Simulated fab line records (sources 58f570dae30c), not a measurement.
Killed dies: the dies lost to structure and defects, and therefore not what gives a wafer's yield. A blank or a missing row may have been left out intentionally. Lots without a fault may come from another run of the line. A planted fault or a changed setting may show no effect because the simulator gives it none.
Lot-split experiment -- flow berkeley-cmos170 -- 23 wafers read across 5 lots, on a route 331 steps long

ON THE SPLIT
At UCB170_SCREENOX_OXIDATION_01 (target thk 14.4 nm, ox time 2400 s), the setting temp-c was moved away from the recipe's 900 C on 10 of the 23 wafers read, by -2.5% to -2.1%. All remaining wafers had this setting at the recipe value.

Between the split and the reading, the file records no step.

THE READING
At UCB170_SCREENOX_THK_MEAS_02: SCREENOX_OXIDE_THK, given in nm. Typical for fault-free wafers on this fab line: 14.36 nm, with standard deviation 0.23 nm.

wafer,"tool, chamber at the split","temp-c as run, C",against the recipe,"SCREENOX_OXIDE_THK, nm",against lot-mates on the recipe
L075.1,"-, -",900,recipe,13.86,-
L075.2,"-, -",900,recipe,13.94,-
L075.3,"-, -",900,recipe,14.10,-
L075.4,"-, -",900,recipe,13.81,-
L075.6,"-, -",900,recipe,14.23,-
L078.1,"-, -",877.7,-2.5%,11.71,no lot-mate on the recipe
L078.2,"-, -",877.7,-2.5%,11.56,no lot-mate on the recipe
L078.3,"-, -",877.7,-2.5%,11.52,no lot-mate on the recipe
L078.5,"-, -",877.7,-2.5%,11.70,no lot-mate on the recipe
L078.6,"-, -",877.7,-2.5%,11.65,no lot-mate on the recipe
L080.1,"-, -",900,recipe,14.59,-
L080.2,"-, -",900,recipe,14.52,-
L080.4,"-, -",900,recipe,14.67,-
L080.5,"-, -",900,recipe,14.35,-
L080.6,"-, -",900,recipe,14.66,-
L082.2,"furnace-04, 0",900,recipe,14.30,-
L082.3,"furnace-04, 0",900,recipe,14.34,-
L082.6,"furnace-04, 0",900,recipe,14.27,-
L085.2,"-, -",881.1,-2.1%,11.53,no lot-mate on the recipe
L085.3,"-, -",881.1,-2.1%,11.41,no lot-mate on the recipe
L085.4,"-, -",881.1,-2.1%,11.51,no lot-mate on the recipe
L085.5,"-, -",881.1,-2.1%,11.60,no lot-mate on the recipe
L085.6,"-, -",881.1,-2.1%,11.46,no lot-mate on the recipe

THE FIT
A straight line over all 23 wafers: SCREENOX_OXIDE_THK changes by +1.17 nm for each +1% of temp-c; r = +0.98; the points scatter about the line by 0.3 nm.
Too few moved wafers have a lot-mate on the recipe to fit a line with each lot's own level taken away.

THE WHOLE CHAIN: every reading that the file lists as answering this split, in the file's order
step,what it does,reading,change (the file's fit),r (the file's)
UCB170_SCREENOX_OXIDATION_01,"target thk 14.4 nm, ox time 2400 s","SiO2_of_SCREENOX_OXIDATION_01.thk-nm (the simulator's own value, which no gauge read)",+1.17 nm for each +1% of the setting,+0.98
UCB170_SCREENOX_THK_MEAS_02,,SCREENOX_OXIDE_THK,+1.17 for each +1% of the setting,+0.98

FILE'S OWN FIT
SCREENOX_OXIDE_THK changes by +1.17 nm for each +1% of temp-c, r = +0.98.
